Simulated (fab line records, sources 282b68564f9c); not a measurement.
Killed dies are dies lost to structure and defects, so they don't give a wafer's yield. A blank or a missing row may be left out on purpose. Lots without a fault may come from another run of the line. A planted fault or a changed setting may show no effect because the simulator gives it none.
Which tool did it? | flow rit_cmos | 13 lots, 39 wafers sampled, at 2 steps of a route of 202

WHAT THE GAUGES READ, wafer by wafer
RIT_GATE_CD_MEAS_16: target cd 150 nm.
lot  | measured    | on        | cd_nm (nm)
L680 | day 2 14:09 | cd_sem-01 | 150.8 150.0 149.5
L682 | day 2 23:35 | cd_sem-01 | 150.2 151.7 150.3
L683 | day 3 08:08 | cd_sem-01 | 151.5 149.8 149.7
L684 | day 3 08:22 | cd_sem-02 | 149.0 147.2 148.7
L686 | day 3 19:31 | cd_sem-02 | 149.2 148.7 150.5
L689 | day 4 10:22 | cd_sem-02 | 151.1 152.6 149.5
L690 | day 4 14:44 | cd_sem-02 | 152.6 149.6 153.4
L693 | day 5 06:14 | cd_sem-01 | 149.8 149.7 151.8
L694 | day 5 10:49 | cd_sem-02 | 149.3 151.1 148.2
L697 | day 6 00:54 | cd_sem-01 | 153.3 45.4 16.9
L700 | day 6 17:04 | cd_sem-02 | 150.0 149.8 148.4
L701 | day 6 21:59 | cd_sem-02 | 150.9 150.8 150.2
L702 | day 7 01:52 | cd_sem-02 | 149.3 149.5 150.4

WHICH TOOL RAN EACH LOT (tool, then ch and the chambers of the sampled wafers, then the start)
lot  | RIT_GATE_EXPOSE_13
L680 | iline_stepper-02 ch 0, day 2 13:45
L682 | iline_stepper-01 ch 0, day 2 23:10
L683 | iline_stepper-01 ch 0, day 3 07:34
L684 | iline_stepper-02 ch 0, day 3 07:58
L686 | iline_stepper-01 ch 0, day 3 19:07
L689 | iline_stepper-02 ch 0, day 4 09:58
L690 | iline_stepper-01 ch 0, day 4 14:13
L693 | iline_stepper-01 ch 0, day 5 05:48
L694 | iline_stepper-02 ch 0, day 5 10:25
L697 | iline_stepper-01 ch 0, day 6 00:30
L700 | iline_stepper-02 ch 0, day 6 16:40
L701 | iline_stepper-02 ch 0, day 6 21:35
L702 | iline_stepper-02 ch 0, day 7 01:28
- RIT_GATE_EXPOSE_13: exposes mask M6, target cd 150 nm.

WHAT THE TOOLS THEMSELVES READ (means of the sampled wafers that have a number; where no wafer has one, the mark that the record gives instead)
RIT_GATE_EXPOSE_13.
lot  | tool             | exposure_dose_mJ_cm2
L680 | iline_stepper-02 | 379.8
L682 | iline_stepper-01 | 379.9
L683 | iline_stepper-01 | 379.6
L684 | iline_stepper-02 | 379.9
L686 | iline_stepper-01 | 379.5
L689 | iline_stepper-02 | 379.8
L690 | iline_stepper-01 | 380.1
L693 | iline_stepper-01 | 380.2
L694 | iline_stepper-02 | 380.3
L697 | iline_stepper-01 | 365.3
L700 | iline_stepper-02 | 380.3
L701 | iline_stepper-02 | 380.5
L702 | iline_stepper-02 | 379.9

THE ANSWER, worked out from the rows above alone
Rule: what is usual is taken from the lots themselves. Put in order of their means at a reading, lots are off if they are a third of the lots or fewer, leave a main group of 4 or more, and stand apart from it by a gap of 3 or more times the standard deviation of the main group's means; of several such gaps the widest counts. A main group whose means are all the same, to the digits that the tables above print for the reading, isn't used. A lot without any number at a reading at which 4 lots or more have one is off too. The other lots that the step has rows for count as sound. The gauges are gone through in route order, then the tools' own readings, and for those a lot's mean is taken as printed above. The first step at which some lot is off is used, and at that step the reading that is off furthest; a lot without a number counts as furthest.
Off: L697, at RIT_GATE_CD_MEAS_16 (cd_nm). The main group: mean 150.1 nm, standard deviation 0.89.
A tool fits if, at a process step before that reading, it ran every lot that is off, and no sound lot after the first of them. The gauges at RIT_GATE_CD_MEAS_16 aren't tried: what is off there is off at RIT_GATE_EXPOSE_13 too, on other tools, and a gauge's error can't cause that. One fits: iline_stepper-01 at RIT_GATE_EXPOSE_13. Its last sound lot is L693 (day 5 05:48), its first lot that is off L697 (day 6 00:30): a fault that began between those two fits.
The tool's own readings at RIT_GATE_EXPOSE_13 bear it out: on the lots that are off they differ by more than 5 times the standard deviation of the sound lots' means. exposure_dose_mJ_cm2 reads 365.3 there against 380.0 on the sound lots.

WHAT THE SIMULATOR HAD PUT IN
Process parameter drift: iline_stepper-01, from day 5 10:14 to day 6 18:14, at RIT_GATE_EXPOSE_13. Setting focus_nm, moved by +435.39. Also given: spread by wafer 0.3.
Lots struck among those shown: L697. The rule above found the same.
